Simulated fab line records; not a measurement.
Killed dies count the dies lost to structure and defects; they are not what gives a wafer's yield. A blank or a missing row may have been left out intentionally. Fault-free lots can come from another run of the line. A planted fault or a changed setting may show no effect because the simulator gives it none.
Split-lot trial	flow berkeley_cmos170	route with 331 steps; 5 lots, 23 wafers read

SPLIT DETAILS
At UCB170_FIELD_OXIDATION_01 (target thk 558.3 nm, ox time 7200 s), the setting temp_c was moved away from the recipe's 1000 C on 20 of the 23 wafers read, by -2.8% to +2.1%. For the rest of the wafers, this setting stayed at what the recipe calls for.

FROM THE SPLIT TO THE READING: what the file shows between them, 10 steps
- UCB170_FIELD_THK_MEAS_02
- UCB170_FIELD_WET_ETCH_05: etches Si3N4 in H3PO4, time 12600 s (also split here: time_s)
- UCB170_FIELD_WET_ETCH_06: etches SiO2 in BOE, time 22 s
- UCB170_FIELD_THK_MEAS_90
- UCB170_PVT_COAT_01: resist thk 900 nm (also split here: resist_thk_nm)
- UCB170_PVT_SOFTBAKE_02: time 60 s
- UCB170_PVT_EXPOSE_03: exposes mask NWELL, target cd 3000 nm
- UCB170_PVT_IMPLANT_07
- UCB170_PVT_STRIP_08: strips in O2
- UCB170_GATE_WET_ETCH_00: etches SiO2 in dHF, time 200 s

THE READING
FIELD_OXIDE_LEFT_2_THK, in nm, at UCB170_FIELD_THK_MEAS_91. On this fab line, fault-free wafers typically give 359 nm with a standard deviation of 15 nm.

wafer	tool, chamber at the split	temp_c as run, C	against the recipe	FIELD_OXIDE_LEFT_2_THK, nm	against lot-mates on the recipe
L074.1	-, -	971.8	-2.8%	254	no lot-mate on the recipe
L074.2	-, -	971.8	-2.8%	251	no lot-mate on the recipe
L074.4	-, -	971.8	-2.8%	250	no lot-mate on the recipe
L074.5	-, -	971.8	-2.8%	251	no lot-mate on the recipe
L074.6	-, -	971.8	-2.8%	258	no lot-mate on the recipe
L075.2	-, -	1021	+2.1%	440	no lot-mate on the recipe
L075.3	-, -	1021	+2.1%	430	no lot-mate on the recipe
L075.4	-, -	1021	+2.1%	435	no lot-mate on the recipe
L075.5	-, -	1021	+2.1%	446	no lot-mate on the recipe
L075.6	-, -	1021	+2.1%	437	no lot-mate on the recipe
L078.2	-, -	1010	+1.0%	367	no lot-mate on the recipe
L078.3	-, -	1010	+1.0%	371	no lot-mate on the recipe
L078.4	-, -	1010	+1.0%	366	no lot-mate on the recipe
L078.5	-, -	1010	+1.0%	358	no lot-mate on the recipe
L078.6	-, -	1010	+1.0%	363	no lot-mate on the recipe
L079.1	furnace-03, 0	1000	recipe	359	-
L079.2	furnace-03, 0	1000	recipe	348	-
L079.3	furnace-03, 0	1000	recipe	347	-
L084.1	-, -	984.3	-1.6%	324	no lot-mate on the recipe
L084.3	-, -	984.3	-1.6%	321	no lot-mate on the recipe
L084.4	-, -	984.3	-1.6%	319	no lot-mate on the recipe
L084.5	-, -	984.3	-1.6%	329	no lot-mate on the recipe
L084.6	-, -	984.3	-1.6%	332	no lot-mate on the recipe

FIT RESULTS
A straight line over all 23 wafers: FIELD_OXIDE_LEFT_2_THK changes by +32.8 nm for each +1% of temp_c; r = +0.96; the points scatter about the line by 18 nm.
Too few moved wafers with a lot-mate on the recipe to fit a line net of each lot's own level.

THE WHOLE CHAIN: every reading that the file lists as answering this split, in the file's order
step	what it does	reading	change (the file's fit)	r (the file's)
UCB170_FIELD_OXIDATION_01	target thk 558.3 nm, ox time 7200 s	SiO2_of_FIELD_OXIDATION_01.thk_nm (the simulator's own value, which no gauge read)	+33.9 nm for each +1% of the setting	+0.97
UCB170_FIELD_THK_MEAS_02		FIELD_OXIDE_THK	+33.9 for each +1% of the setting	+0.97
UCB170_FIELD_WET_ETCH_05	etches Si3N4 in H3PO4, time 12600 s	SiO2_of_FIELD_OXIDATION_01.thk_nm (the simulator's own value, which no gauge read)	+32.7 nm for each +1% of the setting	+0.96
UCB170_FIELD_THK_MEAS_90		FIELD_OXIDE_LEFT_1_THK	+32.8 for each +1% of the setting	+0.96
UCB170_FIELD_THK_MEAS_91		FIELD_OXIDE_LEFT_2_THK	+32.8 for each +1% of the setting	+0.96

FILE'S OWN FIT
FIELD_OXIDE_LEFT_2_THK changes by +32.8 nm for each +1% of temp_c, r = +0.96.
